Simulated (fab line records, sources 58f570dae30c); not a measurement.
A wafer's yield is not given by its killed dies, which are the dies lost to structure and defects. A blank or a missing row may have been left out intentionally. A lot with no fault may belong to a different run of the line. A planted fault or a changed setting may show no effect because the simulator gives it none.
Lot-split experiment / flow berkeley_cmos170 / 5 lots, 23 wafers read, on a route of 331 steps

ABOUT THE SPLIT
At UCB170_M2_EXPOSE_12 (exposes mask METAL2, target cd 700 nm), the setting dose_mj was moved away from the recipe's 26 on 9 of the 23 wafers read, by -4.9% to +6.8%. All remaining wafers had this setting at the recipe value.

FROM THE SPLIT TO THE READING: what the file shows between them, 6 steps
- UCB170_M2_PEB_13
- UCB170_M2_DEVELOP_14: develop time 45 s
- UCB170_M2_CD_MEAS_15: target cd 700 nm
- UCB170_M2_ETCH_17: etches BARC in N2/H2
- UCB170_M2_METAL_ETCH_18: etches Al in Cl2/BCl3, stops on SiO2, target depth 1170 nm, time 195 s
- UCB170_M2_STRIP_19: strips in O2

THE READING
cd_nm (nm) at UCB170_M2_CD_MEAS_90, where the cd target is 700 nm. A value of 700 nm with a standard deviation of 3.5 nm is what fault-free wafers of this fab line usually give.

wafer=L077.1; tool, chamber at the split=krf_scanner-01, 0; dose_mj as run=24.72; against the recipe=-4.9%; cd_nm, nm=709; against lot-mates on the recipe=+8
wafer=L077.2; tool, chamber at the split=krf_scanner-01, 0; dose_mj as run=26; against the recipe=recipe; cd_nm, nm=699; against lot-mates on the recipe=-
wafer=L077.3; tool, chamber at the split=krf_scanner-01, 0; dose_mj as run=24.72; against the recipe=-4.9%; cd_nm, nm=711; against lot-mates on the recipe=+10
wafer=L077.4; tool, chamber at the split=krf_scanner-01, 0; dose_mj as run=24.72; against the recipe=-4.9%; cd_nm, nm=710; against lot-mates on the recipe=+10
wafer=L077.6; tool, chamber at the split=krf_scanner-01, 0; dose_mj as run=26; against the recipe=recipe; cd_nm, nm=702; against lot-mates on the recipe=-
wafer=L076.2; tool, chamber at the split=krf_scanner-01, 0; dose_mj as run=27.03; against the recipe=+4.0%; cd_nm, nm=691; against lot-mates on the recipe=-7
wafer=L076.3; tool, chamber at the split=krf_scanner-01, 0; dose_mj as run=26; against the recipe=recipe; cd_nm, nm=698; against lot-mates on the recipe=-
wafer=L076.4; tool, chamber at the split=krf_scanner-01, 0; dose_mj as run=27.03; against the recipe=+4.0%; cd_nm, nm=688; against lot-mates on the recipe=-10
wafer=L076.5; tool, chamber at the split=krf_scanner-01, 0; dose_mj as run=26; against the recipe=recipe; cd_nm, nm=699; against lot-mates on the recipe=-
wafer=L076.6; tool, chamber at the split=krf_scanner-01, 0; dose_mj as run=26; against the recipe=recipe; cd_nm, nm=698; against lot-mates on the recipe=-
wafer=L080.3; tool, chamber at the split=krf_scanner-01, 0; dose_mj as run=26; against the recipe=recipe; cd_nm, nm=695; against lot-mates on the recipe=-
wafer=L080.4; tool, chamber at the split=krf_scanner-01, 0; dose_mj as run=26; against the recipe=recipe; cd_nm, nm=689; against lot-mates on the recipe=-
wafer=L080.5; tool, chamber at the split=krf_scanner-01, 0; dose_mj as run=26; against the recipe=recipe; cd_nm, nm=693; against lot-mates on the recipe=-
wafer=L079.1; tool, chamber at the split=krf_scanner-01, 0; dose_mj as run=27.78; against the recipe=+6.8%; cd_nm, nm=690; against lot-mates on the recipe=-12
wafer=L079.3; tool, chamber at the split=krf_scanner-01, 0; dose_mj as run=26; against the recipe=recipe; cd_nm, nm=701; against lot-mates on the recipe=-
wafer=L079.4; tool, chamber at the split=krf_scanner-01, 0; dose_mj as run=27.78; against the recipe=+6.8%; cd_nm, nm=686; against lot-mates on the recipe=-16
wafer=L079.5; tool, chamber at the split=krf_scanner-01, 0; dose_mj as run=26; against the recipe=recipe; cd_nm, nm=704; against lot-mates on the recipe=-
wafer=L079.6; tool, chamber at the split=krf_scanner-01, 0; dose_mj as run=26; against the recipe=recipe; cd_nm, nm=700; against lot-mates on the recipe=-
wafer=L085.1; tool, chamber at the split=krf_scanner-02, 0; dose_mj as run=26; against the recipe=recipe; cd_nm, nm=701; against lot-mates on the recipe=-
wafer=L085.2; tool, chamber at the split=krf_scanner-02, 0; dose_mj as run=26; against the recipe=recipe; cd_nm, nm=699; against lot-mates on the recipe=-
wafer=L085.4; tool, chamber at the split=krf_scanner-02, 0; dose_mj as run=25.25; against the recipe=-2.9%; cd_nm, nm=706; against lot-mates on the recipe=+6
wafer=L085.5; tool, chamber at the split=krf_scanner-02, 0; dose_mj as run=25.25; against the recipe=-2.9%; cd_nm, nm=707; against lot-mates on the recipe=+7
wafer=L085.6; tool, chamber at the split=krf_scanner-02, 0; dose_mj as run=26; against the recipe=recipe; cd_nm, nm=701; against lot-mates on the recipe=-

FIT RESULTS
A straight line over all 23 wafers: cd_nm changes by -2.01 nm for each +1% of dose_mj; r = -0.88; the points scatter about the line by 3.4 nm.
The same after taking each lot's own level away (the mean of its wafers on the recipe; 23 wafers): -2.02 nm for each +1%; r = -0.97; scatter 1.6 nm.
That fit puts the effect of the largest move of dose_mj on the reading at 14 nm.
The span of the lots' own levels, 692.3 to 701.7 nm, comes to 2.7 times the standard deviation stated above.
The two slopes agree, so the slope changes little with the lot-to-lot level.
Check: with one of the wafers moved furthest among these (+6.8%) left out of the fit, the line predicts -14.7 nm for it against its lot-mates. It came out at -11.7 nm against them.

THE WHOLE CHAIN: every reading that the file lists as answering this split, in the file's order
step=UCB170_M2_CD_MEAS_15; what it does=target cd 700 nm; reading=cd_nm; change (the file's fit)=-1.7 nm for each +1% of the setting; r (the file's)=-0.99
step=UCB170_M2_ETCH_17; what it does=etches BARC in N2/H2; reading=M2.cd_nm (the simulator's own value, which no gauge read); change (the file's fit)=-1.71 nm for each +1% of the setting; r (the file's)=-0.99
step=UCB170_M2_METAL_ETCH_18; what it does=etches Al in Cl2/BCl3, stops on SiO2, target depth 1170 nm, time 195 s; reading=M2.cd_nm (the simulator's own value, which no gauge read); change (the file's fit)=-1.99 nm for each +1% of the setting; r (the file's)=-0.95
step=UCB170_M2_CD_MEAS_90; what it does=target cd 700 nm; reading=cd_nm; change (the file's fit)=-2.02 nm for each +1% of the setting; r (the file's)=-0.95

FILE'S OWN FIT
cd_nm changes by -2.02 nm for each +1% of dose_mj, r = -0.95.
